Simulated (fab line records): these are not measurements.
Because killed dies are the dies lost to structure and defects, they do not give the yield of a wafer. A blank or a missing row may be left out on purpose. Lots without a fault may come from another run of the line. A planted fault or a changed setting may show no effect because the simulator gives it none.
What tool caused it? ; flow berkeley-cmos170 ; Sampling: 14 lots, 42 wafers, 3 of 331 route steps

## WHAT THE GAUGES READ, wafer by wafer
UCB170_NSD_OVL_MEAS_07. Usual: NSD_OVL gives 2 nm (standard deviation 4.9).
lot;measured;on;NSD_OVL (nm);flag
L794;day 6 16:18;overlay-02;-8 -3 -2;
L798;day 7 00:15;overlay-01;11 9 10;
L799;day 7 14:02;overlay-02;2 -2 -1;
L800;day 7 19:48;overlay-02;1 -1 3;
L802;day 8 18:11;overlay-01;3 5 3;
L804;day 8 18:01;overlay-02;2 2 -4;
L805;day 8 17:36;overlay-01;-2 2 0;
L806;day 9 12:58;overlay-02;2 5 -1;
L808;day 9 16:41;overlay-02;14 15 -2;
L809;day 9 23:40;overlay-01;0 -2 -1;
L810;day 10 08:29;overlay-01;-4 2 5;
L811;day 10 21:54;overlay-02;-1 2 9;
L816;day 11 21:06;overlay-02;8 -5 -1;
L817;day 11 21:22;overlay-02;-3 -1 -4;

UCB170_M1_OVL_MEAS_10. Usual: M1_OVL gives -4 nm (standard deviation 5).
lot;measured;on;M1_OVL (nm);flag
L794;day 7 02:35;overlay-01;-7 -4 -8;
L798;day 7 08:37;overlay-01;-3 -2 -6;
L799;day 7 22:07;overlay-01;1 3 -1;
L800;day 8 05:16;overlay-01;4 5 1;
L802;day 9 06:12;overlay-02;-12 -10 1;
L804;day 9 06:05;overlay-01;-2 -2 -7;
L805;day 9 02:30;overlay-02;-4 -8 -4;
L806;day 9 22:16;overlay-02;-6 -5 -8;
L808;day 10 02:49;overlay-02;3 5 0;
L809;day 10 10:11;overlay-02;0 -7 -5;
L810;day 10 17:28;overlay-02;-4 -8 -7;
L811;day 11 09:17;overlay-02;-11 -15 -12;
L816;day 12 08:34;overlay-01;2 0 0;
L817;day 12 09:07;overlay-01;4 3 1;

## WHICH TOOL RAN EACH LOT (tool, then ch and the chambers of the sampled wafers, then the start)
lot;UCB170_NWELL_STRIP_15
L794;plasma-asher-04 ch 0,1, day 2 06:10
L798;plasma-asher-02 ch 0,1, day 2 23:15
L799;plasma-asher-04 ch 0,1, day 3 02:09
L800;plasma-asher-04 ch 0,1, day 3 11:42
L802;plasma-asher-01 ch 0,1, day 4 04:22
L804;plasma-asher-01 ch 0,1, day 4 07:17
L805;plasma-asher-04 ch 1, day 4 13:26
L806;plasma-asher-02 ch 1, day 4 18:52
L808;plasma-asher-01 ch 0,1, day 5 02:02
L809;plasma-asher-01 ch 1, day 5 07:20
L810;plasma-asher-01 ch 0,1, day 5 18:52
L811;plasma-asher-02 ch 0,1, day 6 03:25
L816;plasma-asher-01 ch 0,1, day 6 23:52
L817;plasma-asher-02 ch 0,1, day 7 02:47
- UCB170_NWELL_STRIP_15: strips in O2.

## AS READ BY THE TOOLS THEMSELVES (means over the sampled wafers that have a number; for cases with no such wafer, the mark the record gives instead)
UCB170_NWELL_STRIP_15. Usual: drypump-motor-current-A 5.7 A, standard deviation 0.57; oes-product-au 0.721 a.u., standard deviation 0.0043; strip-time-to-endpoint-s 17.99 s, standard deviation 0.1.
lot;tool;drypump-motor-current-A (A);oes-product-au (a.u.);strip-time-to-endpoint-s (s);flag
L794;plasma-asher-04;5.6;0.719;17.90;
L798;plasma-asher-02;6.0;0.717;18.09;
L799;plasma-asher-04;5.6;0.719;17.99;
L800;plasma-asher-04;5.2;0.724;18.01;
L802;plasma-asher-01;5.4;0.728;17.87;
L804;plasma-asher-01;5.4;0.717;17.82;
L805;plasma-asher-04;6.0;0.725;17.96;
L806;plasma-asher-02;6.4;0.719;17.93;
L808;plasma-asher-01;5.4;0.719;18.04;
L809;plasma-asher-01;5.5;0.718;18.01;
L810;plasma-asher-01;5.4;0.722;17.94;
L811;plasma-asher-02;6.0;0.718;17.97;
L816;plasma-asher-01;5.4;0.719;17.90;
L817;plasma-asher-02;6.3;0.721;18.15;

## THE ANSWER, worked out from the rows above alone
Rule: a lot is off if the mean of its wafers that have a number lies more than 3 standard deviations from the usual mean. Also off: a lot with no number at a reading for which 4 or more lots have one. Any other lot the step has rows for is counted as sound. Order of review: gauges by route order, followed by the tools' own readings, for which a lot's mean as printed above is used. The first step at which some lot is off is used, and at that step the reading that is off furthest; a lot without a number counts as furthest.
None of the lots is off at any reading shown; this tells nothing.

## WHAT THE SIMULATOR HAD PUT IN
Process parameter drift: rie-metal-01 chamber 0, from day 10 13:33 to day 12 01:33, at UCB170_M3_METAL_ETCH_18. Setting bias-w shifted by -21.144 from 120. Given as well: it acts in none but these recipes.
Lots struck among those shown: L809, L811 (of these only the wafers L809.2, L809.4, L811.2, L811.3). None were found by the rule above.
